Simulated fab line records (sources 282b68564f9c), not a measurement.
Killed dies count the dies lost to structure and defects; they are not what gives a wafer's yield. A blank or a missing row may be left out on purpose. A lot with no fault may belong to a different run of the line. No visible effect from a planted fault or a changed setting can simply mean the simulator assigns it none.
Which tool did it? :: flow rit cmos :: Sampling: 7 lots, 21 wafers, 2 of 202 route steps

== WHAT THE GAUGES READ, wafer by wafer ==
RIT_SPACER_THK_MEAS_04.
lot: L120
measured: day 3 03:26
on: film metro-04
SPACER_NITRIDE_THK (nm): 250.4 249.0 251.5

lot: L122
measured: day 3 11:42
on: film metro-03
SPACER_NITRIDE_THK (nm): 251.1 252.2 251.5

lot: L124
measured: day 3 23:08
on: film metro-03
SPACER_NITRIDE_THK (nm): 248.1 248.3 247.9

lot: L126
measured: day 4 10:20
on: film metro-04
SPACER_NITRIDE_THK (nm): 500.9 497.4 500.1 500.7 497.4 500.0

lot: L134
measured: day 5 23:52
on: film metro-02
SPACER_NITRIDE_THK (nm): 247.5 249.2 248.9

lot: L138
measured: day 6 20:28
on: film metro-04
SPACER_NITRIDE_THK (nm): 252.7 253.3 251.2

lot: L141
measured: day 7 12:04
on: film metro-02
SPACER_NITRIDE_THK (nm): 249.6 252.3 251.1

== WHAT TOOL EACH LOT RAN ON (gives the tool, then ch and the chambers of the sampled wafers, and finally the start) ==
lot: L120
RIT_SPACER_CVD_03: lpcvd-01 ch 1, day 3 01:29

lot: L122
RIT_SPACER_CVD_03: lpcvd-02 ch 0, day 3 09:47

lot: L124
RIT_SPACER_CVD_03: lpcvd-01 ch 1, day 3 21:12

lot: L126
RIT_SPACER_CVD_03: lpcvd-02 ch 1, day 4 06:19

lot: L134
RIT_SPACER_CVD_03: lpcvd-02 ch 1, day 5 21:57

lot: L138
RIT_SPACER_CVD_03: lpcvd-01 ch 1, day 6 18:32

lot: L141
RIT_SPACER_CVD_03: lpcvd-01 ch 1, day 7 10:10
- RIT_SPACER_CVD_03: deposits Si3N4 from SiH2Cl2/NH3, target thk 250 nm, time 3300 s.

== THE ANSWER, worked out from the rows above alone ==
Rule: what is usual is taken from the lots themselves. The widest of any qualifying gaps counts: lots, ordered by their means at a reading, are off when they make up no more than a third of the lots, leave a main group of 4 or more, and stand apart from it by 3 or more times the standard deviation of that group's means. A main group whose means are all the same, to the digits that the tables above print for the reading, isn't used. Also off: a lot with no number at a reading for which 4 or more lots have one. The other lots that the step has rows for count as sound.
Off: L126, at RIT_SPACER_THK_MEAS_04 (SPACER_NITRIDE_THK). For the main group the mean is 250.3 nm and the standard deviation 1.6.
A tool fits if, at a process step before that reading, it ran every lot that is off, and no sound lot after the first of them. Gauges at RIT_SPACER_THK_MEAS_04: tried the same way as those tools. No candidate that was tried fits.

== WHAT WAS PUT IN BY THE SIMULATOR ==
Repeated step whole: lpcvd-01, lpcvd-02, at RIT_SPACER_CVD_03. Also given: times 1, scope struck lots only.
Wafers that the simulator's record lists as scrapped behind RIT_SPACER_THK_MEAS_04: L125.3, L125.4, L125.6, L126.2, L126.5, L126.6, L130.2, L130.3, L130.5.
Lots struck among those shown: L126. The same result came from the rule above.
